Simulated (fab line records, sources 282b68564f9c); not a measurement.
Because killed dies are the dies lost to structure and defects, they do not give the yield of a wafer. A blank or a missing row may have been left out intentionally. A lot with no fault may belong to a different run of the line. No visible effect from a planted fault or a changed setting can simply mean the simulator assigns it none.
fab line records / flow rit_cmos / part 2 of 2: steps 27 to 36 of 36
record: lots: 5 wafers: 15 last_day: 7
route steps=202 shown SILICIDE@166 CONTACT@168 M1@184
lots untouched by any fault: they come from a run of this same line in which no faults occurred
start_h: hours from the record's first day to the start of the lot's first wafer shown / wait_h: how many hours have passed since the lot's step before this one / " unchanged from the row above / L1.1+2: one row covering several wafers at once / - no value, or no start given / * or withheld: withheld / < > ~ a bound
route shown NAME@n: names a module that has steps shown in the file, with the first one's number in the route / usual: mean/standard deviation taken from wafers without a fault / same: alike in all rows / chamber/n: place in a boat / sites: per-site readings / _std_site: standard deviation across them / _edge_site: inner sites' mean taken away from outer sites' mean / radius_mm: how far each site lies from the wafer's centre / mask NAME#n: copy n / behind: the last tool/chamber to shape the wafer / hold: what put the lot on hold/how long, in hours/how the hold closed / device: which transistor (n, p or np) failed to switch / end of line: tests run on the same wafers once the route is complete / step lacking rows: just its recipe / killed: at the first sort, the dies lost to defects and structure; wafer yield is something else / map: a wafer's dies, x killed, . not, _ none there
set.NAME: the setting that was run; set.NAME@STEP: the one run at that earlier step / model.NAME: the simulator's own value behind a step, which no gauge read
lots at selected steps of the route; one table per step, one row per wafer
services: when a tool's chamber went out of use (start_h, in hours from the record's first day, below 0 if earlier), for how many hours, and the reason
== steps ==
step: RIT_M1_DEVELOP_08
recipe: resist: NOVOLAK develop_time_s: 65.48 dev_temp_c: 23
usual: exhaust_pa: 45.1/0.91
lot.wafer=L075.1 tool=litho_track-01 chamber=0 start_h=- wait_h=- exhaust_pa=45.0
lot.wafer=L075.3 tool=litho_track-01 chamber=0 start_h=- wait_h=- exhaust_pa=45.7
lot.wafer=L075.4 tool=litho_track-01 chamber=0 start_h=- wait_h=- exhaust_pa=44.6
lot.wafer=L083.2 tool=litho_track-04 chamber=0 start_h=- wait_h=- exhaust_pa=44.8
lot.wafer=L083.5 tool=litho_track-04 chamber=0 start_h=- wait_h=- exhaust_pa=44.4
lot.wafer=L083.6 tool=litho_track-04 chamber=0 start_h=- wait_h=- exhaust_pa=44.2
lot.wafer=L089.1 tool=litho_track-03 chamber=0 start_h=- wait_h=- exhaust_pa=45.6
lot.wafer=L089.2 tool=litho_track-03 chamber=0 start_h=- wait_h=- exhaust_pa=45.7
lot.wafer=L089.5 tool=litho_track-03 chamber=0 start_h=- wait_h=- exhaust_pa=45.6
lot.wafer=L090.1 tool=litho_track-04 chamber=0 start_h=- wait_h=- exhaust_pa=43.3
lot.wafer=L090.4 tool=litho_track-04 chamber=0 start_h=- wait_h=- exhaust_pa=43.3
lot.wafer=L090.6 tool=litho_track-04 chamber=0 start_h=- wait_h=- exhaust_pa=44.7
lot.wafer=L095.2 tool=litho_track-04 chamber=0 start_h=- wait_h=- exhaust_pa=45.1
lot.wafer=L095.3 tool=litho_track-04 chamber=0 start_h=- wait_h=- exhaust_pa=46.6
lot.wafer=L095.6 tool=litho_track-04 chamber=0 start_h=- wait_h=- exhaust_pa=46.0
step: RIT_M1_CD_MEAS_09
recipe: target_cd_nm: 2600
usual: cd_nm: 2600.6/2.4
lot.wafer=L075.1 tool=cd_sem-01 chamber=- start_h=66.59 wait_h=- cd_nm=2598.9
lot.wafer=L075.3 tool=cd_sem-01 chamber=- start_h=66.59 wait_h=- cd_nm=2600.0
lot.wafer=L075.4 tool=cd_sem-01 chamber=- start_h=66.59 wait_h=- cd_nm=2599.4
lot.wafer=L083.2 tool=cd_sem-01 chamber=- start_h=105.28 wait_h=- cd_nm=2602.2
lot.wafer=L083.5 tool=cd_sem-01 chamber=- start_h=105.28 wait_h=- cd_nm=2599.1
lot.wafer=L083.6 tool=cd_sem-01 chamber=- start_h=105.28 wait_h=- cd_nm=2601.4
lot.wafer=L089.1 tool=cd_sem-01 chamber=- start_h=135.87 wait_h=- cd_nm=2600.8
lot.wafer=L089.2 tool=cd_sem-01 chamber=- start_h=135.87 wait_h=- cd_nm=2598.9
lot.wafer=L089.5 tool=cd_sem-01 chamber=- start_h=135.87 wait_h=- cd_nm=2598.3
lot.wafer=L090.1 tool=cd_sem-01 chamber=- start_h=139.36 wait_h=- cd_nm=2603.1
lot.wafer=L090.4 tool=cd_sem-01 chamber=- start_h=139.36 wait_h=- cd_nm=2603.4
lot.wafer=L090.6 tool=cd_sem-01 chamber=- start_h=139.36 wait_h=- cd_nm=2605.1
lot.wafer=L095.2 tool=cd_sem-02 chamber=- start_h=165.58 wait_h=- cd_nm=2601.0
lot.wafer=L095.3 tool=cd_sem-02 chamber=- start_h=165.58 wait_h=- cd_nm=2601.6
lot.wafer=L095.6 tool=cd_sem-02 chamber=- start_h=165.58 wait_h=- cd_nm=2602.6
step: RIT_M1_OVL_MEAS_10
usual: M1_OVL: -0.7/1.2
lot.wafer=L075.1 tool=overlay-02 chamber=- start_h=66.71 wait_h=0.1 M1_OVL[nm]=-0.5
lot.wafer=L075.3 tool=overlay-02 chamber=- start_h=66.71 wait_h=0.1 M1_OVL[nm]=-0.7
lot.wafer=L075.4 tool=overlay-02 chamber=- start_h=66.71 wait_h=0.1 M1_OVL[nm]=1.2
lot.wafer=L083.2 tool=overlay-01 chamber=- start_h=105.38 wait_h=0.1 M1_OVL[nm]=-1.4
lot.wafer=L083.5 tool=overlay-01 chamber=- start_h=105.38 wait_h=0.1 M1_OVL[nm]=-1.9
lot.wafer=L083.6 tool=overlay-01 chamber=- start_h=105.38 wait_h=0.1 M1_OVL[nm]=-2.9
lot.wafer=L089.1 tool=overlay-02 chamber=- start_h=135.99 wait_h=0.1 M1_OVL[nm]=-0.4
lot.wafer=L089.2 tool=overlay-02 chamber=- start_h=135.99 wait_h=0.1 M1_OVL[nm]=-0.2
lot.wafer=L089.5 tool=overlay-02 chamber=- start_h=135.99 wait_h=0.1 M1_OVL[nm]=0.8
lot.wafer=L090.1 tool=overlay-01 chamber=- start_h=139.48 wait_h=0.1 M1_OVL[nm]=-2.3
lot.wafer=L090.4 tool=overlay-01 chamber=- start_h=139.48 wait_h=0.1 M1_OVL[nm]=-2.8
lot.wafer=L090.6 tool=overlay-01 chamber=- start_h=139.48 wait_h=0.1 M1_OVL[nm]=-4.0
lot.wafer=L095.2 tool=overlay-01 chamber=- start_h=165.69 wait_h=0.1 M1_OVL[nm]=-1.1
lot.wafer=L095.3 tool=overlay-01 chamber=- start_h=165.69 wait_h=0.1 M1_OVL[nm]=0.1
lot.wafer=L095.6 tool=overlay-01 chamber=- start_h=165.69 wait_h=0.1 M1_OVL[nm]=-1.2
step: RIT_M1_HARDBAKE_11
recipe: resist: NOVOLAK temp_c: 140 time_s: 120
usual: exhaust_pa: 45.1/0.9 plate_temp_C: 140.00/0.16
lot.wafer=L075.1 tool=litho_track-04 chamber=0 start_h=66.75 wait_h=0.0 exhaust_pa=45.2 plate_temp_C=140.08
lot.wafer=L075.3 tool=litho_track-04 chamber=0 start_h=66.75 wait_h=0.0 exhaust_pa=45.3 plate_temp_C=139.90
lot.wafer=L075.4 tool=litho_track-04 chamber=0 start_h=66.75 wait_h=0.0 exhaust_pa=44.7 plate_temp_C=140.07
lot.wafer=L083.2 tool=litho_track-04 chamber=0 start_h=105.46 wait_h=0.1 exhaust_pa=44.5 plate_temp_C=140.01
lot.wafer=L083.5 tool=litho_track-04 chamber=0 start_h=105.46 wait_h=0.1 exhaust_pa=45.2 plate_temp_C=139.78
lot.wafer=L083.6 tool=litho_track-04 chamber=0 start_h=105.46 wait_h=0.1 exhaust_pa=46.0 plate_temp_C=139.90
lot.wafer=L089.1 tool=litho_track-01 chamber=0 start_h=136.02 wait_h=0.0 exhaust_pa=44.3 plate_temp_C=140.18
lot.wafer=L089.2 tool=litho_track-01 chamber=0 start_h=136.02 wait_h=0.0 exhaust_pa=44.2 plate_temp_C=140.07
lot.wafer=L089.5 tool=litho_track-01 chamber=0 start_h=136.02 wait_h=0.0 exhaust_pa=44.9 plate_temp_C=140.30
lot.wafer=L090.1 tool=litho_track-01 chamber=0 start_h=139.52 wait_h=0.0 exhaust_pa=45.7 plate_temp_C=140.16
lot.wafer=L090.4 tool=litho_track-01 chamber=0 start_h=139.52 wait_h=0.0 exhaust_pa=45.5 plate_temp_C=140.09
lot.wafer=L090.6 tool=litho_track-01 chamber=0 start_h=139.52 wait_h=0.0 exhaust_pa=46.3 plate_temp_C=140.23
lot.wafer=L095.2 tool=litho_track-03 chamber=0 start_h=165.89 wait_h=0.2 exhaust_pa=45.3 plate_temp_C=139.89
lot.wafer=L095.3 tool=litho_track-03 chamber=0 start_h=165.89 wait_h=0.2 exhaust_pa=47.0 plate_temp_C=140.13
lot.wafer=L095.6 tool=litho_track-03 chamber=0 start_h=165.89 wait_h=0.2 exhaust_pa=46.3 plate_temp_C=139.91
step: RIT_M1_METAL_ETCH_12
recipe: stop_on: SiO2 chemistry: Cl2/BCl3 target: Al time_s: 165 over_etch_frac: 0.5 pressure_mtorr: 100 target_depth_a: 6000 rf_w: 250 Cl2_flow_sccm: 60 bcl3_flow_sccm: 50
usual: drypump_motor_current_A: 6.1/0.41 oes_product_au: 0.775/0.016 throttle_valve_pct: 8.25/0.15
lot.wafer=L075.1 tool=rie_metal-04 chamber=0 start_h=67.00 wait_h=0.2 drypump_motor_current_A=6.3 oes_product_au=0.784 rf_hours_counter_h=2 throttle_valve_pct=8.24
lot.wafer=L075.3 tool=rie_metal-04 chamber=0 start_h=67.00 wait_h=0.2 drypump_motor_current_A=6.3 oes_product_au=0.792 rf_hours_counter_h=- throttle_valve_pct=8.22
lot.wafer=L075.4 tool=rie_metal-04 chamber=1 start_h=67.00 wait_h=0.2 drypump_motor_current_A=6.0 oes_product_au=0.801 rf_hours_counter_h=- throttle_valve_pct=8.32
lot.wafer=L083.2 tool=rie_metal-03 chamber=1 start_h=105.66 wait_h=0.2 drypump_motor_current_A=5.1 oes_product_au=0.780 rf_hours_counter_h=39 throttle_valve_pct=8.17
lot.wafer=L083.5 tool=rie_metal-03 chamber=1 start_h=105.66 wait_h=0.2 drypump_motor_current_A=5.1 oes_product_au=0.768 rf_hours_counter_h=- throttle_valve_pct=8.18
lot.wafer=L083.6 tool=rie_metal-03 chamber=0 start_h=105.66 wait_h=0.2 drypump_motor_current_A=6.1 oes_product_au=0.751 rf_hours_counter_h=- throttle_valve_pct=8.53
lot.wafer=L089.1 tool=rie_metal-04 chamber=1 start_h=136.27 wait_h=0.2 drypump_motor_current_A=6.0 oes_product_au=0.800 rf_hours_counter_h=3 throttle_valve_pct=8.32
lot.wafer=L089.2 tool=rie_metal-04 chamber=0 start_h=136.27 wait_h=0.2 drypump_motor_current_A=6.3 oes_product_au=0.796 rf_hours_counter_h=3 throttle_valve_pct=8.22
lot.wafer=L089.5 tool=rie_metal-04 chamber=0 start_h=136.27 wait_h=0.2 drypump_motor_current_A=6.3 oes_product_au=0.804 rf_hours_counter_h=- throttle_valve_pct=8.21
lot.wafer=L090.1 tool=rie_metal-02 chamber=1 start_h=139.77 wait_h=0.2 drypump_motor_current_A=6.3 oes_product_au=0.769 rf_hours_counter_h=4 throttle_valve_pct=8.23
lot.wafer=L090.4 tool=rie_metal-02 chamber=0 start_h=139.77 wait_h=0.2 drypump_motor_current_A=6.4 oes_product_au=0.764 rf_hours_counter_h=- throttle_valve_pct=8.05
lot.wafer=L090.6 tool=rie_metal-02 chamber=1 start_h=139.77 wait_h=0.2 drypump_motor_current_A=6.3 oes_product_au=0.759 rf_hours_counter_h=- throttle_valve_pct=8.26
lot.wafer=L095.2 tool=rie_metal-04 chamber=0 start_h=166.09 wait_h=0.2 drypump_motor_current_A=6.2 oes_product_au=0.781 rf_hours_counter_h=4 throttle_valve_pct=8.22
lot.wafer=L095.3 tool=rie_metal-04 chamber=1 start_h=166.09 wait_h=0.2 drypump_motor_current_A=6.0 oes_product_au=0.792 rf_hours_counter_h=- throttle_valve_pct=8.33
lot.wafer=L095.6 tool=rie_metal-04 chamber=0 start_h=166.09 wait_h=0.2 drypump_motor_current_A=6.3 oes_product_au=0.796 rf_hours_counter_h=- throttle_valve_pct=8.22
step: RIT_M1_STRIP_13
recipe: chemistry: nmp resist: NOVOLAK temp_c: 80 time_s: 600 dry: n2_spin
lot.wafer=L075.1+3+4 tool=wet_bench-03 chamber=3 start_h=67.16 wait_h=0.1
lot.wafer=L083.2+5+6 tool=wet_bench-01 chamber=0 start_h=105.83 wait_h=0.1
lot.wafer=L089.1+2+5 tool=wet_bench-03 chamber=0 start_h=136.43 wait_h=0.1
lot.wafer=L090.1+4+6 tool=wet_bench-01 chamber=0 start_h=139.93 wait_h=0.1
lot.wafer=L095.2+3+6 tool=wet_bench-03 chamber=2 start_h=166.31 wait_h=0.1
step: RIT_M1_STRIP_14
recipe: chemistry: O2 time_s: 180 platen_temp_c: withheld power_w: 500 pressure_mtorr: 4000 o2_flow_sccm: 4000
usual: drypump_motor_current_A: 5.70/0.24
lot.wafer=L075.1 tool=plasma_asher-02 chamber=1 start_h=67.34 wait_h=0.0 drypump_motor_current_A=5.80 rf_hours_counter_h=43
lot.wafer=L075.3 tool=plasma_asher-02 chamber=1 start_h=67.34 wait_h=0.0 drypump_motor_current_A=5.79 rf_hours_counter_h=-
lot.wafer=L075.4 tool=plasma_asher-02 chamber=0 start_h=67.34 wait_h=0.0 drypump_motor_current_A=5.47 rf_hours_counter_h=-
lot.wafer=L083.2 tool=plasma_asher-04 chamber=0 start_h=106.18 wait_h=0.0 drypump_motor_current_A=5.55 rf_hours_counter_h=30
lot.wafer=L083.5 tool=plasma_asher-04 chamber=1 start_h=106.18 wait_h=0.0 drypump_motor_current_A=5.80 rf_hours_counter_h=-
lot.wafer=L083.6 tool=plasma_asher-04 chamber=0 start_h=106.18 wait_h=0.0 drypump_motor_current_A=5.55 rf_hours_counter_h=-
lot.wafer=L089.1 tool=plasma_asher-02 chamber=0 start_h=136.63 wait_h=0.0 drypump_motor_current_A=5.49 rf_hours_counter_h=51
lot.wafer=L089.2 tool=plasma_asher-02 chamber=1 start_h=136.63 wait_h=0.0 drypump_motor_current_A=5.80 rf_hours_counter_h=51
lot.wafer=L089.5 tool=plasma_asher-02 chamber=0 start_h=136.63 wait_h=0.0 drypump_motor_current_A=5.49 rf_hours_counter_h=-
lot.wafer=L090.1 tool=plasma_asher-04 chamber=1 start_h=140.11 wait_h=0.0 drypump_motor_current_A=5.74 rf_hours_counter_h=34
lot.wafer=L090.4 tool=plasma_asher-04 chamber=0 start_h=140.11 wait_h=0.0 drypump_motor_current_A=5.54 rf_hours_counter_h=-
lot.wafer=L090.6 tool=plasma_asher-04 chamber=1 start_h=140.11 wait_h=0.0 drypump_motor_current_A=5.77 rf_hours_counter_h=-
lot.wafer=L095.2 tool=plasma_asher-01 chamber=1 start_h=166.50 wait_h=0.0 drypump_motor_current_A=5.55 rf_hours_counter_h=54
lot.wafer=L095.3 tool=plasma_asher-01 chamber=0 start_h=166.50 wait_h=0.0 drypump_motor_current_A=6.27 rf_hours_counter_h=-
lot.wafer=L095.6 tool=plasma_asher-01 chamber=1 start_h=166.50 wait_h=0.0 drypump_motor_current_A=5.56 rf_hours_counter_h=-
step: RIT_M1_CD_MEAS_90
recipe: target_cd_nm: 2600
usual: cd_nm: 2600/3.2
lot.wafer=L075.1 tool=cd_sem-02 chamber=- start_h=67.51 wait_h=0.1 cd_nm=2596
lot.wafer=L075.3 tool=cd_sem-02 chamber=- start_h=67.51 wait_h=0.1 cd_nm=2597
lot.wafer=L075.4 tool=cd_sem-02 chamber=- start_h=67.51 wait_h=0.1 cd_nm=2595
lot.wafer=L083.2 tool=cd_sem-02 chamber=- start_h=106.37 wait_h=0.1 cd_nm=2601
lot.wafer=L083.5 tool=cd_sem-02 chamber=- start_h=106.37 wait_h=0.1 cd_nm=2599
lot.wafer=L083.6 tool=cd_sem-02 chamber=- start_h=106.37 wait_h=0.1 cd_nm=2603
lot.wafer=L089.1 tool=cd_sem-01 chamber=- start_h=136.80 wait_h=0.1 cd_nm=2596
lot.wafer=L089.2 tool=cd_sem-01 chamber=- start_h=136.80 wait_h=0.1 cd_nm=2595
lot.wafer=L089.5 tool=cd_sem-01 chamber=- start_h=136.80 wait_h=0.1 cd_nm=2596
lot.wafer=L090.1 tool=cd_sem-02 chamber=- start_h=140.28 wait_h=0.1 cd_nm=2604
lot.wafer=L090.4 tool=cd_sem-02 chamber=- start_h=140.28 wait_h=0.1 cd_nm=2605
lot.wafer=L090.6 tool=cd_sem-02 chamber=- start_h=140.28 wait_h=0.1 cd_nm=2605
lot.wafer=L095.2 tool=cd_sem-02 chamber=- start_h=166.70 wait_h=0.1 cd_nm=2598
lot.wafer=L095.3 tool=cd_sem-02 chamber=- start_h=166.70 wait_h=0.1 cd_nm=2598
lot.wafer=L095.6 tool=cd_sem-02 chamber=- start_h=166.70 wait_h=0.1 cd_nm=2602
step: RIT_M1_ANNEAL_15
recipe: temp_c: 446.5 time_s: 1800 ambient: forming_gas_H2N2
usual: spike_tc_source_C: 464.1/1 zone_power_load_pct: 7.32/0.07 zone_power_source_pct: 5.89/0.061
lot.wafer=L075.1 tool=furnace-02 chamber=0 start_h=67.63 wait_h=0.1 spike_tc_source_C=463.8 zone_power_load_pct=7.38 zone_power_source_pct=5.87
lot.wafer=L075.3 tool=furnace-02 chamber=0 start_h=67.63 wait_h=0.1 spike_tc_source_C=462.9 zone_power_load_pct=7.49 zone_power_source_pct=5.91
lot.wafer=L075.4 tool=furnace-02 chamber=0 start_h=67.63 wait_h=0.1 spike_tc_source_C=464.8 zone_power_load_pct=7.25 zone_power_source_pct=5.79
lot.wafer=L083.2 tool=furnace-02 chamber=0 start_h=106.47 wait_h=0.1 spike_tc_source_C=464.5 zone_power_load_pct=7.44 zone_power_source_pct=5.97
lot.wafer=L083.5 tool=furnace-02 chamber=0 start_h=106.47 wait_h=0.1 spike_tc_source_C=462.9 zone_power_load_pct=7.33 zone_power_source_pct=5.89
lot.wafer=L083.6 tool=furnace-02 chamber=0 start_h=106.47 wait_h=0.1 spike_tc_source_C=464.9 zone_power_load_pct=7.27 zone_power_source_pct=5.81
lot.wafer=L089.1 tool=furnace-02 chamber=0 start_h=136.92 wait_h=0.1 spike_tc_source_C=463.3 zone_power_load_pct=7.34 zone_power_source_pct=5.94
lot.wafer=L089.2 tool=furnace-02 chamber=0 start_h=136.92 wait_h=0.1 spike_tc_source_C=464.4 zone_power_load_pct=7.44 zone_power_source_pct=5.97
lot.wafer=L089.5 tool=furnace-02 chamber=0 start_h=136.92 wait_h=0.1 spike_tc_source_C=464.7 zone_power_load_pct=7.27 zone_power_source_pct=5.85
lot.wafer=L090.1 tool=furnace-02 chamber=0 start_h=140.40 wait_h=0.1 spike_tc_source_C=463.4 zone_power_load_pct=7.34 zone_power_source_pct=5.92
lot.wafer=L090.4 tool=furnace-02 chamber=0 start_h=140.40 wait_h=0.1 spike_tc_source_C=461.7 zone_power_load_pct=7.24 zone_power_source_pct=5.95
lot.wafer=L090.6 tool=furnace-02 chamber=0 start_h=140.40 wait_h=0.1 spike_tc_source_C=467.8 zone_power_load_pct=7.47 zone_power_source_pct=5.97
lot.wafer=L095.2 tool=furnace-02 chamber=0 start_h=166.80 wait_h=0.1 spike_tc_source_C=462.9 zone_power_load_pct=7.39 zone_power_source_pct=5.87
lot.wafer=L095.3 tool=furnace-02 chamber=0 start_h=166.80 wait_h=0.1 spike_tc_source_C=465.4 zone_power_load_pct=7.32 zone_power_source_pct=5.84
lot.wafer=L095.6 tool=furnace-02 chamber=0 start_h=166.80 wait_h=0.1 spike_tc_source_C=463.8 zone_power_load_pct=7.46 zone_power_source_pct=5.87
step: RIT_M1_BOW_MEAS_16
recipe: mode: bow
usual: M1_BOW: 17/6.5
lot.wafer=L075.1 tool=film_metro-02 chamber=- start_h=69.13 wait_h=0.0 M1_BOW[um]=18
lot.wafer=L075.3 tool=film_metro-02 chamber=- start_h=69.13 wait_h=0.0 M1_BOW[um]=12
lot.wafer=L075.4 tool=film_metro-02 chamber=- start_h=69.13 wait_h=0.0 M1_BOW[um]=19
lot.wafer=L083.2 tool=film_metro-01 chamber=- start_h=107.99 wait_h=0.0 M1_BOW[um]=25
lot.wafer=L083.5 tool=film_metro-01 chamber=- start_h=107.99 wait_h=0.0 M1_BOW[um]=24
lot.wafer=L083.6 tool=film_metro-01 chamber=- start_h=107.99 wait_h=0.0 M1_BOW[um]=12
lot.wafer=L089.1 tool=film_metro-02 chamber=- start_h=138.42 wait_h=0.0 M1_BOW[um]=15
lot.wafer=L089.2 tool=film_metro-02 chamber=- start_h=138.42 wait_h=0.0 M1_BOW[um]=16
lot.wafer=L089.5 tool=film_metro-02 chamber=- start_h=138.42 wait_h=0.0 M1_BOW[um]=34
lot.wafer=L090.1 tool=film_metro-04 chamber=- start_h=141.90 wait_h=0.0 M1_BOW[um]=23
lot.wafer=L090.4 tool=film_metro-04 chamber=- start_h=141.90 wait_h=0.0 M1_BOW[um]=31
lot.wafer=L090.6 tool=film_metro-04 chamber=- start_h=141.90 wait_h=0.0 M1_BOW[um]=13
lot.wafer=L095.2 tool=film_metro-04 chamber=- start_h=168.32 wait_h=0.0 M1_BOW[um]=11
lot.wafer=L095.3 tool=film_metro-04 chamber=- start_h=168.32 wait_h=0.0 M1_BOW[um]=10
lot.wafer=L095.6 tool=film_metro-04 chamber=- start_h=168.32 wait_h=0.0 M1_BOW[um]=12
== services ==
tool=iline_stepper-02 chamber=- start_h=52.71 hours=1.7 kind=pm
tool=plasma_asher-04 chamber=- start_h=66.03 hours=15.6 kind=pm
tool=rie_diel-04 chamber=2 start_h=71.51 hours=3.9 kind=repair
tool=pecvd-03 chamber=1 start_h=72.79 hours=4.3 kind=repair
tool=rie_metal-02 chamber=1 start_h=74.30 hours=22.1 kind=repair
tool=rie_diel-01 chamber=0 start_h=76.20 hours=3.1 kind=repair
tool=pecvd-02 chamber=0 start_h=78.35 hours=14.1 kind=repair
tool=rie_diel-03 chamber=3 start_h=78.41 hours=6.2 kind=repair
tool=pvd_sputter-01 chamber=- start_h=78.45 hours=3.6 kind=repair
tool=rie_diel-04 chamber=- start_h=79.90 hours=14.6 kind=pm
tool=pvd_sputter-01 chamber=- start_h=85.88 hours=3.1 kind=repair
tool=rie_diel-04 chamber=- start_h=94.50 hours=15.6 kind=pm
tool=iline_stepper-01 chamber=- start_h=96.02 hours=1.7 kind=pm
tool=pecvd-03 chamber=2 start_h=108.00 hours=6.5 kind=repair
tool=plasma_asher-03 chamber=- start_h=108.75 hours=9.0 kind=pm
tool=rie_diel-04 chamber=- start_h=119.46 hours=1.1 kind=repair
tool=plasma_asher-02 chamber=- start_h=128.20 hours=0.5 kind=repair
tool=plasma_asher-03 chamber=- start_h=138.30 hours=0.8 kind=repair
tool=plasma_asher-03 chamber=- start_h=142.61 hours=4.9 kind=repair
tool=plasma_asher-02 chamber=- start_h=154.47 hours=3.4 kind=repair
tool=rie_diel-03 chamber=2 start_h=160.83 hours=3.5 kind=repair
tool=pecvd-02 chamber=1 start_h=161.91 hours=4.2 kind=repair
tool=plasma_asher-02 chamber=- start_h=166.13 hours=0.9 kind=repair
tool=pvd_sputter-04 chamber=- start_h=166.23 hours=3.1 kind=repair
